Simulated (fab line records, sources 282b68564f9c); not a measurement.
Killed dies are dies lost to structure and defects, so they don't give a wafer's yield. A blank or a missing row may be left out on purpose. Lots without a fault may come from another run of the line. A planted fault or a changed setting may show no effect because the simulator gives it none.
A struck lot beside a sound one | flow rit_cmos | 15 steps out of a route of 202
Sound: wafers L501.2, L501.4, L501.5. Struck: wafers L509.1, L509.2, L509.3. The cause comes at the end.
At each step with rows: each side's tool, then ch and its chambers, then its first start. Under that, the readings that differ: sound wafers | struck wafers | difference of the means | sigmas: that difference in standard deviations of wafers without a fault.
alike: readings whose means differ by less than 2 such deviations, and words and numbers that are the same on both sides. not compared: withheld readings, readings that some wafer has no value for, bounds like >300 that may hide the same value, and numbers for which the record gives no deviation and whose values overlap.
The two part at a step that has a row with sigmas, a row that says differs or no value, or rows on one side only. Numbers that don't overlap but have no deviation are shown without sigmas and don't part them. A reading that every wafer of one side lacks parts them only if that side has two wafers or more.

first, 4 steps without rows for these wafers: RIT_CONTACT_SOFTBAKE_04 (time 60 s); RIT_CONTACT_EXPOSE_05 (exposes mask M11, target cd 1000 nm); RIT_CONTACT_PEB_06; RIT_CONTACT_DEVELOP_07 (develop time 120 s).
RIT_CONTACT_CD_MEAS_08: target cd 1000 nm.
  sound on cd_sem-02, day 3 16:05; struck on cd_sem-02, day 5 11:37
  reading    | sound                | struck            | difference | sigmas
  cd_nm (nm) | 1003.9 1002.5 1004.8 | 999.3 997.0 997.7 | -5.7       | -2
RIT_CONTACT_OVL_MEAS_09:
  sound on overlay-01, day 3 16:12; struck on overlay-01, day 5 11:44
  alike: CONTACT_OVL
then, 1 step without rows for these wafers: RIT_CONTACT_HARDBAKE_10 (time 60 s).
RIT_CONTACT_ETCH_11: etches SiO2 in CHF3/CF4/Ar, stops on TiSi2, target depth 480 nm, time 320 s.
  sound on rie_diel-02 ch 0,3, day 3 16:39; struck on rie_diel-04 ch 0,1,2, day 5 11:55
  alike: drypump_motor_current_A, oes_product_au, throttle_valve_pct
  not compared: rf_hours_counter_h
RIT_CONTACT_STRIP_12: strips in O2, time 180 s.
  sound on plasma_asher-04 ch 0, day 3 16:51; struck on plasma_asher-04 ch 0,1, day 5 12:07
  alike: drypump_motor_current_A, rf_refl_power_W
  not compared: rf_hours_counter_h
RIT_CONTACT_CD_MEAS_90: target cd 1000 nm.
  sound on cd_sem-01, day 3 17:04; struck on cd_sem-02, day 5 12:17
  reading    | sound                | struck            | difference | sigmas
  cd_nm (nm) | 1003.5 1002.4 1005.2 | 999.1 997.2 998.0 | -5.6       | -2
then, 2 steps without rows for these wafers: RIT_CONTACT_CLEAN_13 (cleans in SC1, time 600 s); RIT_CONTACT_CLEAN_14 (cleans in SC2, time 600 s).
RIT_M1_SPUTTER_00: material Al, target thk 400 nm, time 500 s.
  sound on pvd_sputter-01, day 3 17:31; struck on pvd_sputter-03, day 5 12:46
  no value came back on the struck wafers for cathode_dc_power_W (W), chamber_pressure_pa (Pa), throttle_valve_pct (%), time_s (s); on the sound wafers cathode_dc_power_W (W) reads 2000.1 2000.0 1999.8
RIT_M1_RS_MEAS_01: measures by four-point-probe.
  sound on film_metro-04, day 3 17:50; struck on film_metro-01, day 5 13:21
  reading           | sound                | struck | difference                    | sigmas
  M1_AL_RS (ohm/sq) | 0.0721 0.0728 0.0726 | - - -  | no value on the struck wafers |
  not compared: hold
RIT_M1_PROBE_99:
  the record has rows for the sound wafers here (prober-02, day 3 23:09) and none for the struck ones

WHERE THEY PART
First at RIT_CONTACT_CD_MEAS_08; last, within this record, at RIT_M1_PROBE_99.

WHY: what the simulator had put in
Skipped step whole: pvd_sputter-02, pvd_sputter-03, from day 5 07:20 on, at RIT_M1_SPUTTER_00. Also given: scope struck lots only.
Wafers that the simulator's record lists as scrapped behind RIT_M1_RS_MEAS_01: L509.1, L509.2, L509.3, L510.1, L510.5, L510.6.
